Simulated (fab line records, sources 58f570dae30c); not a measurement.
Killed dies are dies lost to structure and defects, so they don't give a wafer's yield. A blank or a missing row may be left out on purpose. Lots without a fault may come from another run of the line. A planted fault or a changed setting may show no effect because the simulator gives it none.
fab line records | flow berkeley_cmos170
record lots=14 wafers=42 last_day=12
route steps=331 shown NWELL@28
lots that met no fault: from a run of the same line without faults
start_h: hours from the record's first day to the start of the lot's first wafer shown | wait_h: hours since the lot's step before | " the same as in the row above | L1.1+2: a row that stands for several wafers | - no value, or no start given | * or withheld: withheld | < > ~ a bound
route shown NAME@n: a module of which the file shows steps, and the number in the route of the first | usual: mean/standard deviation of fault-free wafers | same: alike in all rows | chamber/n: place in a boat | sites: the reading at each site | _std_site: their standard deviation | _edge_site: outer sites' mean less inner sites' | radius_mm: how far each site lies from the wafer's centre | mask NAME#n: copy n | behind: the tool/chamber that last shaped the wafer | hold: why the lot was held/for how many hours/how that ended | device: the transistor (n, p or np) that didn't switch | end of line: the same wafers' tests at the end of the route | a step without rows: its recipe alone | killed: dies lost to structure and defects at the first sort, not the wafer's yield | map: a wafer's dies, x killed, . not, _ none there
set.NAME: the setting as run; set.NAME@STEP: as run at that earlier step | model.NAME: the simulator's own value behind a step, which no gauge read
steps of the route over a sample of lots; a table a step, a row a wafer
services: from which hour (start_h, from the record's first day; less than 0 if before it) a tool's chamber was out of use, for how many hours, and why
## steps
# step UCB170_NWELL_IMPLANT_14
# recipe species=P dose_cm2=1e+13 energy_kev=150 tilt_deg=7
# usual dose_ions_cm2=1.0002e+13/1.1e+10 faraday_current_uA=31.6/0.62
# columns lot.wafer tool chamber start_h wait_h dose_ions_cm2 faraday_current_uA
L134.2 implanter-01 0 32.05 0.1 9.997e+12 30.7
L134.3 " 0 " " 1.0002e+13 33.3
L134.6 " 0 " " 1e+13 31.2
L133.1 implanter-03 0 32.41 0.1 1e+13 31.1
L133.2 " 0 " " 1.0001e+13 31.6
L133.5 " 0 " " 9.992e+12 32.7
L136.4 implanter-01 0 44.93 0.1 1.0003e+13 31.5
L136.5 " 0 " " 1.0016e+13 31.0
L136.6 " 0 " " 1.0002e+13 31.2
L139.1 implanter-02 0 60.11 0.1 1.0011e+13 32.3
L139.2 " 0 " " 1.0005e+13 32.3
L139.6 " 0 " " 1.0023e+13 31.4
L142.1 implanter-02 0 73.72 0.1 1.0004e+13 32.0
L142.4 " 0 " " 1.001e+13 31.6
L142.5 " 0 " " 9.981e+12 31.8
L143.1 implanter-03 0 76.80 0.1 1e+13 31.8
L143.2 " 0 " " 9.997e+12 31.8
L143.5 " 0 " " 9.999e+12 31.9
L145.1 implanter-03 0 87.26 0.1 9.997e+12 31.2
L145.4 " 0 " " 9.982e+12 31.1
L145.5 " 0 " " 9.998e+12 32.1
L146.2 implanter-02 0 95.98 0.1 9.984e+12 31.9
L146.5 " 0 " " 1e+13 32.0
L146.6 " 0 " " 9.995e+12 32.8
L150.3 implanter-02 0 114.88 0.1 1.4113e+13 46.3
L150.4 " 0 " " 1.408e+13 44.8
L150.5 " 0 " " 1.4106e+13 45.0
L151.3 implanter-02 0 125.62 0.1 1.4084e+13 42.3
L151.4 " 0 " " 1.4107e+13 45.3
L151.5 " 0 " " 1.4123e+13 44.5
L153.1 implanter-01 0 130.48 0.1 9.987e+12 31.4
L153.2 " 0 " " 1.0002e+13 32.2
L153.6 " 0 " " 1.0013e+13 32.1
L154.2 implanter-01 0 137.50 0.1 9.992e+12 31.5
L154.4 " 0 " " 9.975e+12 32.2
L154.5 " 0 " " 9.982e+12 31.4
L155.2 implanter-01 0 139.40 0.1 9.998e+12 32.5
L155.4 " 0 " " 9.992e+12 30.2
L155.6 " 0 " " 9.995e+12 31.9
L156.1 implanter-01 0 142.28 0.1 1.0018e+13 31.3
L156.2 " 0 " " 1.0016e+13 30.6
L156.3 " 0 " " 1.0016e+13 32.5
# step UCB170_NWELL_TW_MEAS_16
# usual NWELL_TW=1253/6.4
# columns lot.wafer tool chamber start_h wait_h NWELL_TW
L134.2 film_metro-02 - 32.28 0.1 1260
L134.3 " - " " 1266
L134.6 " - " " 1253
L133.1 film_metro-02 - 32.66 0.1 1260
L133.2 " - " " 1263
L133.5 " - " " 1255
L136.4 film_metro-03 - 45.14 0.1 1249
L136.5 " - " " 1247
L136.6 " - " " 1244
L139.1 film_metro-03 - 60.36 0.1 1250
L139.2 " - " " 1245
L139.6 " - " " 1251
L142.1 film_metro-01 - 73.97 0.1 1248
L142.4 " - " " 1244
L142.5 " - " " 1248
L143.1 film_metro-02 - 77.05 0.1 1257
L143.2 " - " " 1255
L143.5 " - " " 1248
L145.1 film_metro-02 - 87.51 0.1 1256
L145.4 " - " " 1259
L145.5 " - " " 1253
L146.2 film_metro-01 - 96.22 0.1 1251
L146.5 " - " " 1256
L146.6 " - " " 1255
L150.3 film_metro-01 - 115.19 0.1 1400
L150.4 " - " " 1399
L150.5 " - " " 1410
L151.3 film_metro-01 - 125.84 0.1 1398
L151.4 " - " " 1404
L151.5 " - " " 1405
L153.1 film_metro-02 - 130.90 0.2 1258
L153.2 " - " " 1260
L153.6 " - " " 1262
L154.2 film_metro-01 - 137.74 0.1 1255
L154.4 " - " " 1258
L154.5 " - " " 1262
L155.2 film_metro-03 - 139.64 0.1 1252
L155.4 " - " " 1249
L155.6 " - " " 1257
L156.1 film_metro-02 - 142.53 0.1 1266
L156.2 " - " " 1256
L156.3 " - " " 1258
## services
# columns tool chamber start_h hours kind
implanter-01 - 46.37 1.9 repair
implanter-01 - 48.40 1.6 repair
implanter-03 - 52.54 2.8 repair
implanter-03 - 54.35 2.2 repair
implanter-03 - 57.04 12.0 repair
implanter-02 - 87.81 2.3 repair
implanter-03 - 101.51 106.0 repair
implanter-01 - 121.08 1.8 repair
## key
first_sign step=UCB170_NWELL_IMPLANT_14 reading=dose_ions_cm2 direction=up sigmas=99+ usual=1.0002e+13 struck=1.4102e+13
effect step=UCB170_NWELL_IMPLANT_14 reading=faraday_current_uA direction=up sigmas=21 usual=31.6 struck=44.7
effect step=UCB170_NWELL_TW_MEAS_16 reading=NWELL_TW direction=up sigmas=24 usual=1253 struck=1403
met_at UCB170_NWELL_IMPLANT_14
struck_lots L150,L151
tester_left_out L150,L151
onset_between 95.98 114.88
fault kind=process_parameter_drift tool=implanter-02 chamber=- onset_h=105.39 steps=UCB170_NWELL_IMPLANT_14 channel=dose_cm2 offset=4.1039e+12 shape=step end_h=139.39 acts_in=these_recipes_only stated=1e+13
# tester_left_out: of these lots the tester's yield and bins aren't shown, on N5 and GAA mostly nor the transistor test; their killed dies are dies lost to structure and defects alone, not to doping, threshold or leakage, so they don't give the yield
